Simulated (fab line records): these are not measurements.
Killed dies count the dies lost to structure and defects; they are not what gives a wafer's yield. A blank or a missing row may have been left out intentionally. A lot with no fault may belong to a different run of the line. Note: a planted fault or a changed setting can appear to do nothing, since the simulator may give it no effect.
fab line records / flow rit-cmos
record: lots: 14 wafers: 42 last-day: 7
route steps=202 shown SILICIDE@161 M1@202
lots untouched by any fault: they come from a run of this same line in which no faults occurred
start-h: hours from the record's opening day to when the first of the lot's shown wafers began / wait-h: hours from the lot's prior step to this one / " same as the row above / L1.1+2: one row covering several wafers at once / - either no value or no given start / * or withheld: withheld / < > ~ a bound
route shown NAME@n: NAME is a module with steps in the file, n the number in the route of the first one / usual: mean and standard deviation over wafers with no fault / same: alike in all rows / chamber/n: place in a boat / sites: per-site readings / _std_site: standard deviation of those values / _edge_site: mean of outer sites minus mean of inner sites / radius-mm: for every site, how far away it sits from the centre of the wafer / mask NAME#n: copy n / behind: the tool/chamber that last shaped the wafer / hold: what put the lot on hold/how long, in hours/how the hold closed / device: transistor that didn't switch, given as n, p or np / end of line: the route-end tests of the same wafers / a step given without rows: its recipe and nothing more / killed: count of dies lost to structure and defects at first sort (not the wafer's yield) / map: a wafer's dies, marking killed ones x, the rest . and places with no die _
set.NAME: the setting that was run; set.NAME@STEP: the one run at that earlier step / model.NAME: the simulator's own value behind a step, which no gauge read
a sample of lots followed through the steps of the route, with each step as a table and each wafer as a row
== steps ==
step: RIT_SILICIDE_WET_ETCH_00
recipe: chemistry: BOE target: SiO2 target-depth-nm: 14 time-s: 15 dry: n2-spin dilution: 10:1 temp-c: 21.5
usual: bath-heat-duty-pct: 1.8/0.4 temp-c: 21.50/0.11 time-s: 15/0
lot.wafer=L328.1 tool=wet-bench-04 chamber=0 start-h=56.64 wait-h=0.1 bath-heat-duty-pct=1.7 temp-c=21.55 time-s=15
lot.wafer=L328.4 tool=wet-bench-04 chamber=0 start-h=56.64 wait-h=0.1 bath-heat-duty-pct=1.8 temp-c=21.54 time-s=15
lot.wafer=L328.5 tool=wet-bench-04 chamber=0 start-h=56.64 wait-h=0.1 bath-heat-duty-pct=2.0 temp-c=21.66 time-s=15
lot.wafer=L331.1 tool=wet-bench-04 chamber=2 start-h=70.36 wait-h=0.1 bath-heat-duty-pct=2.2 temp-c=21.34 time-s=15
lot.wafer=L331.5 tool=wet-bench-04 chamber=2 start-h=70.36 wait-h=0.1 bath-heat-duty-pct=1.5 temp-c=21.38 time-s=15
lot.wafer=L331.6 tool=wet-bench-04 chamber=2 start-h=70.36 wait-h=0.1 bath-heat-duty-pct=1.7 temp-c=21.40 time-s=15
lot.wafer=L332.2 tool=wet-bench-04 chamber=3 start-h=72.78 wait-h=0.1 bath-heat-duty-pct=1.3 temp-c=21.55 time-s=15
lot.wafer=L332.4 tool=wet-bench-04 chamber=3 start-h=72.78 wait-h=0.1 bath-heat-duty-pct=2.0 temp-c=21.65 time-s=15
lot.wafer=L332.6 tool=wet-bench-04 chamber=3 start-h=72.78 wait-h=0.1 bath-heat-duty-pct=1.6 temp-c=21.48 time-s=15
lot.wafer=L333.2 tool=wet-bench-03 chamber=3 start-h=79.24 wait-h=0.1 bath-heat-duty-pct=2.1 temp-c=21.58 time-s=15
lot.wafer=L333.3 tool=wet-bench-03 chamber=3 start-h=79.24 wait-h=0.1 bath-heat-duty-pct=3.3 temp-c=21.56 time-s=15
lot.wafer=L333.5 tool=wet-bench-03 chamber=3 start-h=79.24 wait-h=0.1 bath-heat-duty-pct=1.8 temp-c=21.54 time-s=15
lot.wafer=L334.2 tool=wet-bench-04 chamber=3 start-h=82.72 wait-h=0.1 bath-heat-duty-pct=1.5 temp-c=21.39 time-s=15
lot.wafer=L334.3 tool=wet-bench-04 chamber=3 start-h=82.72 wait-h=0.1 bath-heat-duty-pct=1.3 temp-c=21.56 time-s=15
lot.wafer=L334.6 tool=wet-bench-04 chamber=3 start-h=82.72 wait-h=0.1 bath-heat-duty-pct=1.5 temp-c=21.54 time-s=15
lot.wafer=L335.3 tool=wet-bench-04 chamber=2 start-h=87.75 wait-h=0.1 bath-heat-duty-pct=2.0 temp-c=21.39 time-s=15
lot.wafer=L335.5 tool=wet-bench-04 chamber=2 start-h=87.75 wait-h=0.1 bath-heat-duty-pct=1.5 temp-c=21.25 time-s=15
lot.wafer=L335.6 tool=wet-bench-04 chamber=2 start-h=87.75 wait-h=0.1 bath-heat-duty-pct=1.7 temp-c=21.43 time-s=15
lot.wafer=L336.1 tool=wet-bench-03 chamber=1 start-h=97.61 wait-h=0.1 bath-heat-duty-pct=1.5 temp-c=21.59 time-s=15
lot.wafer=L336.2 tool=wet-bench-03 chamber=1 start-h=97.61 wait-h=0.1 bath-heat-duty-pct=1.9 temp-c=21.71 time-s=15
lot.wafer=L336.3 tool=wet-bench-03 chamber=1 start-h=97.61 wait-h=0.1 bath-heat-duty-pct=1.8 temp-c=21.65 time-s=15
lot.wafer=L340.4 tool=wet-bench-02 chamber=0 start-h=118.33 wait-h=0.0 bath-heat-duty-pct=1.4 temp-c=21.40 time-s=15
lot.wafer=L340.5 tool=wet-bench-02 chamber=0 start-h=118.33 wait-h=0.0 bath-heat-duty-pct=1.7 temp-c=21.45 time-s=15
lot.wafer=L340.6 tool=wet-bench-02 chamber=0 start-h=118.33 wait-h=0.0 bath-heat-duty-pct=2.4 temp-c=21.50 time-s=15
lot.wafer=L345.2 tool=wet-bench-04 chamber=3 start-h=141.36 wait-h=0.1 bath-heat-duty-pct=1.1 temp-c=21.39 time-s=15
lot.wafer=L345.5 tool=wet-bench-04 chamber=3 start-h=141.36 wait-h=0.1 bath-heat-duty-pct=1.1 temp-c=21.63 time-s=15
lot.wafer=L345.6 tool=wet-bench-04 chamber=3 start-h=141.36 wait-h=0.1 bath-heat-duty-pct=1.8 temp-c=21.34 time-s=15
lot.wafer=L346.1 tool=wet-bench-04 chamber=1 start-h=145.32 wait-h=0.1 bath-heat-duty-pct=- temp-c=- time-s=-
lot.wafer=L346.3 tool=wet-bench-04 chamber=1 start-h=145.32 wait-h=0.1 bath-heat-duty-pct=- temp-c=- time-s=-
lot.wafer=L346.4 tool=wet-bench-04 chamber=1 start-h=145.32 wait-h=0.1 bath-heat-duty-pct=- temp-c=- time-s=-
lot.wafer=L347.2 tool=wet-bench-03 chamber=0 start-h=151.18 wait-h=0.1 bath-heat-duty-pct=- temp-c=- time-s=-
lot.wafer=L347.3 tool=wet-bench-03 chamber=0 start-h=151.18 wait-h=0.1 bath-heat-duty-pct=- temp-c=- time-s=-
lot.wafer=L347.4 tool=wet-bench-03 chamber=0 start-h=151.18 wait-h=0.1 bath-heat-duty-pct=- temp-c=- time-s=-
lot.wafer=L349.1 tool=wet-bench-03 chamber=2 start-h=162.56 wait-h=0.1 bath-heat-duty-pct=1.9 temp-c=21.59 time-s=15
lot.wafer=L349.4 tool=wet-bench-03 chamber=2 start-h=162.56 wait-h=0.1 bath-heat-duty-pct=1.6 temp-c=21.45 time-s=15
lot.wafer=L349.5 tool=wet-bench-03 chamber=2 start-h=162.56 wait-h=0.1 bath-heat-duty-pct=1.7 temp-c=21.52 time-s=15
lot.wafer=L350.4 tool=wet-bench-02 chamber=3 start-h=164.09 wait-h=0.0 bath-heat-duty-pct=1.7 temp-c=21.43 time-s=15
lot.wafer=L350.5 tool=wet-bench-02 chamber=3 start-h=164.09 wait-h=0.0 bath-heat-duty-pct=1.7 temp-c=21.42 time-s=15
lot.wafer=L350.6 tool=wet-bench-02 chamber=3 start-h=164.09 wait-h=0.0 bath-heat-duty-pct=2.1 temp-c=21.44 time-s=15
lot.wafer=L351.2 tool=wet-bench-03 chamber=3 start-h=172.28 wait-h=0.1 bath-heat-duty-pct=1.9 temp-c=21.51 time-s=15
lot.wafer=L351.4 tool=wet-bench-03 chamber=3 start-h=172.28 wait-h=0.1 bath-heat-duty-pct=1.7 temp-c=21.44 time-s=15
lot.wafer=L351.6 tool=wet-bench-03 chamber=3 start-h=172.28 wait-h=0.1 bath-heat-duty-pct=2.1 temp-c=21.42 time-s=15
step: RIT_M1_PROBE_99
usual: killed-at-contacts: 0.1/0.23 killed-at-front-end: 6.7/2.7 killed-dies: 6.7/2.7 killed-on-rim: 1.8/1.2 killed-open: 3.2/1.8 killed-short: 3.5/1.9
same: gross-dies: 264 killed_at_M0_to_M3: 0 killed_at_M4_up: 0 killed-at-back-side: 0 killed-at-other: 0
lot.wafer=L346.1 tool=prober-02 chamber=- start-h=152.31 wait-h=0.1 killed-at-contacts=0 killed-at-front-end=264 killed-dies=264 killed-on-rim=70 killed-open=4 killed-short=5
lot.wafer=L346.3 tool=prober-02 chamber=- start-h=152.41 wait-h=0.2 killed-at-contacts=0 killed-at-front-end=264 killed-dies=264 killed-on-rim=70 killed-open=7 killed-short=4
lot.wafer=L346.4 tool=prober-02 chamber=- start-h=152.46 wait-h=0.2 killed-at-contacts=0 killed-at-front-end=264 killed-dies=264 killed-on-rim=70 killed-open=5 killed-short=9
lot.wafer=L347.2 tool=prober-01 chamber=- start-h=158.15 wait-h=0.1 killed-at-contacts=0 killed-at-front-end=264 killed-dies=264 killed-on-rim=70 killed-open=1 killed-short=5
lot.wafer=L347.3 tool=prober-01 chamber=- start-h=158.20 wait-h=0.2 killed-at-contacts=1 killed-at-front-end=263 killed-dies=264 killed-on-rim=70 killed-open=2 killed-short=3
lot.wafer=L347.4 tool=prober-01 chamber=- start-h=158.25 wait-h=0.2 killed-at-contacts=0 killed-at-front-end=264 killed-dies=264 killed-on-rim=70 killed-open=3 killed-short=3
killed by level:class
L346.1 SILICIDE:area-etch=255 GATE:geometric-particle:open=3 REOX:geometric-particle:short=2 SILICIDE:geometric-particle:short=2 FOX1:geometric-particle:open=1 GATE:geometric-particle:short=1
L346.3 SILICIDE:area-etch=253 GATE:geometric-particle:open=3 FOX1:geometric-particle:open=2 SILICIDE:geometric-particle:short=2 FOX1:geometric-particle:short=1 REOX:geometric-particle:open=1 SPACER:geometric-particle:short=1 SILICIDE:geometric-particle:open=1
L346.4 SILICIDE:area-etch=250 FOX2:geometric-particle:short=3 REOX:geometric-particle:short=3 SPACER:geometric-particle:open=3 FOX1:geometric-particle:short=2 FOX1:geometric-particle:open=1 GATE:geometric-particle:open=1 SILICIDE:geometric-particle:short=1
L347.2 SILICIDE:area-etch=258 GATE:geometric-particle:short=2 REOX:geometric-particle:short=2 FOX1:geometric-particle:short=1 GATE:geometric-particle:open=1
L347.3 SILICIDE:area-etch=259 SPACER:geometric-particle:short=2 SPACER:geometric-particle:open=1 SILICIDE:geometric-particle:open=1 CONTACT:geometric-particle:short=1
L347.4 SILICIDE:area-etch=258 GATE:geometric-particle:open=2 FOX1:geometric-particle:short=1 REOX:geometric-particle:open=1 REOX:geometric-particle:short=1 SILICIDE:geometric-particle:short=1
== key ==
first-sign: step: RIT_SILICIDE_WET_ETCH_00 reading: tool-record direction: missing
effect: step: RIT_M1_PROBE_99 reading: killed-at-front-end direction: up sigmas: 96 usual: 6.7 struck: 263.8
more-kills-born-at: RIT_SILICIDE_WET_ETCH_00@wet-bench-03: 775 RIT_SILICIDE_WET_ETCH_00@wet-bench-04: 758
met-at RIT_SILICIDE_WET_ETCH_00
struck-lots L346,L347
later-rows-left-out L346.1,L346.3,L346.4,L347.2,L347.3,L347.4
tester-left-out L346,L347
onset-between 141.36 145.32
fault: kind: skipped-step-whole tool: wet-bench-03,wet-bench-04 chamber: - onset-h: 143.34 steps: RIT_SILICIDE_WET_ETCH_00 scope: struck-lots-only
tester-left-out: of these lots the tester's yield and bins aren't shown, on N5 and GAA mostly nor the transistor test; their killed dies are dies lost to structure and defects alone, not to doping, threshold or leakage, so they don't give the yield
later-rows-left-out: the simulator's readings of these wafers behind a module that went badly wrong aren't trusted and aren't shown, but for the sort
